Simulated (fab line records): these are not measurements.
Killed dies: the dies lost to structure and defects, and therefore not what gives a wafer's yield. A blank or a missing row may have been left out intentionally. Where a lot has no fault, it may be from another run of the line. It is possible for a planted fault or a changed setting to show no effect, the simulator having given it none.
Which of the tools did it? + flow ritCmos + 39 wafers from 13 lots sampled at 3 of the route's 202 steps

WHAT THE GAUGES SHOWED, per wafer
RIT_FOX2_THK_MEAS_01.
| lot  | measured    | on           | FOX2_OXIDE_THK (nm) |
|------|-------------|--------------|---------------------|
| L336 | day 1 18:55 | filmMetro-03 | 352 351 355         |
| L337 | day 2 00:10 | filmMetro-02 | 361 364 364         |
| L338 | day 2 04:23 | filmMetro-04 | 359 363 351         |
| L339 | day 2 09:26 | filmMetro-04 | 355 359 359         |
| L340 | day 2 14:26 | filmMetro-03 | 352 349 350         |
| L341 | day 2 21:25 | filmMetro-04 | 358 357 360         |
| L342 | day 3 00:41 | filmMetro-04 | 351 349 348         |
| L346 | day 3 21:02 | filmMetro-04 | 358 349 359         |
| L347 | day 4 02:35 | filmMetro-03 | 359 358 361         |
| L356 | day 5 22:26 | filmMetro-03 | 359 355 349         |
| L357 | day 6 03:32 | filmMetro-03 | 344 346 342         |
| L358 | day 6 09:01 | filmMetro-04 | 338 339 338         |
| L359 | day 6 14:52 | filmMetro-03 | 345 352 348         |

RIT_NWELL_TW_MEAS_10.
| lot  | measured    | on           | NWELL_TW       |
|------|-------------|--------------|----------------|
| L336 | day 1 21:32 | filmMetro-03 | 2139 2128 2131 |
| L337 | day 2 02:43 | filmMetro-03 | 2141 2136 2145 |
| L338 | day 2 06:56 | filmMetro-03 | 2131 2142 2134 |
| L339 | day 2 11:59 | filmMetro-01 | 2164 2166 2164 |
| L340 | day 2 17:06 | filmMetro-03 | 2136 2125 2139 |
| L341 | day 2 23:50 | filmMetro-04 | 2126 2127 2137 |
| L342 | day 3 03:15 | filmMetro-04 | 2124 2126 2123 |
| L346 | day 3 23:28 | filmMetro-03 | 2150 2158 2155 |
| L347 | day 4 05:04 | filmMetro-03 | 2133 2148 2146 |
| L356 | day 6 00:52 | filmMetro-04 | 2132 2129 2124 |
| L357 | day 6 06:05 | filmMetro-04 | 2125 2131 2131 |
| L358 | day 6 11:26 | filmMetro-01 | 2175 2165 2158 |
| L359 | day 6 17:25 | filmMetro-04 | 2122 2133 2123 |

EACH LOT AND THE TOOL THAT RAN IT (in order: tool; ch and the chambers of the sampled wafers; start)
| lot  | RIT_ACTIVE_STRIP_14                |
|------|------------------------------------|
| L336 | plasmaAsher-02 ch 0,1, day 1 14:54 |
| L337 | plasmaAsher-01 ch 0,1, day 1 19:59 |
| L338 | plasmaAsher-02 ch 0,1, day 2 00:54 |
| L339 | plasmaAsher-04 ch 0,1, day 2 05:58 |
| L340 | plasmaAsher-04 ch 0,1, day 2 10:58 |
| L341 | plasmaAsher-01 ch 0,1, day 2 16:55 |
| L342 | plasmaAsher-01 ch 0,1, day 2 20:58 |
| L346 | plasmaAsher-04 ch 0,1, day 3 16:53 |
| L347 | plasmaAsher-04 ch 0,1, day 3 21:50 |
| L356 | plasmaAsher-01 ch 0,1, day 5 18:58 |
| L357 | plasmaAsher-01 ch 0,1, day 6 00:03 |
| L358 | plasmaAsher-02 ch 0,1, day 6 05:09 |
| L359 | plasmaAsher-02 ch 0, day 6 11:21   |
- RIT_ACTIVE_STRIP_14: strips in O2, time 180 s.

AS READ BY THE TOOLS THEMSELVES (means over the sampled wafers that have a number; for cases with no such wafer, the mark the record gives instead)
RIT_ACTIVE_STRIP_14.
| lot  | tool           | drypumpMotorCurrentA (A) |
|------|----------------|--------------------------|
| L336 | plasmaAsher-02 | 5.5                      |
| L337 | plasmaAsher-01 | 5.4                      |
| L338 | plasmaAsher-02 | 5.9                      |
| L339 | plasmaAsher-04 | 5.6                      |
| L340 | plasmaAsher-04 | 5.6                      |
| L341 | plasmaAsher-01 | 5.4                      |
| L342 | plasmaAsher-01 | 5.4                      |
| L346 | plasmaAsher-04 | 5.6                      |
| L347 | plasmaAsher-04 | 5.6                      |
| L356 | plasmaAsher-01 | 5.1                      |
| L357 | plasmaAsher-01 | 5.5                      |
| L358 | plasmaAsher-02 | 5.5                      |
| L359 | plasmaAsher-02 | 5.2                      |

THE ANSWER, worked out from the rows above alone
Rule: the usual values come from the lots themselves. The widest of any qualifying gaps counts: lots, ordered by their means at a reading, are off when they make up no more than a third of the lots, leave a main group of 4 or more, and stand apart from it by 3 or more times the standard deviation of that group's means. Not used: any main group whose means are identical at the precision the tables above print for the reading. A lot without any number at a reading at which 4 lots or more have one is off too. Where the step has rows for the other lots, those lots are counted as sound. The gauges are gone through in route order, then the tools' own readings, and for those a lot's mean is taken as printed above. At the first step where some lot is off, the reading lying furthest off is the one used; lots without a number count as furthest.
No lot is off on any of the readings shown, so nothing can be concluded from this.

WHAT THE SIMULATOR HAD INSERTED
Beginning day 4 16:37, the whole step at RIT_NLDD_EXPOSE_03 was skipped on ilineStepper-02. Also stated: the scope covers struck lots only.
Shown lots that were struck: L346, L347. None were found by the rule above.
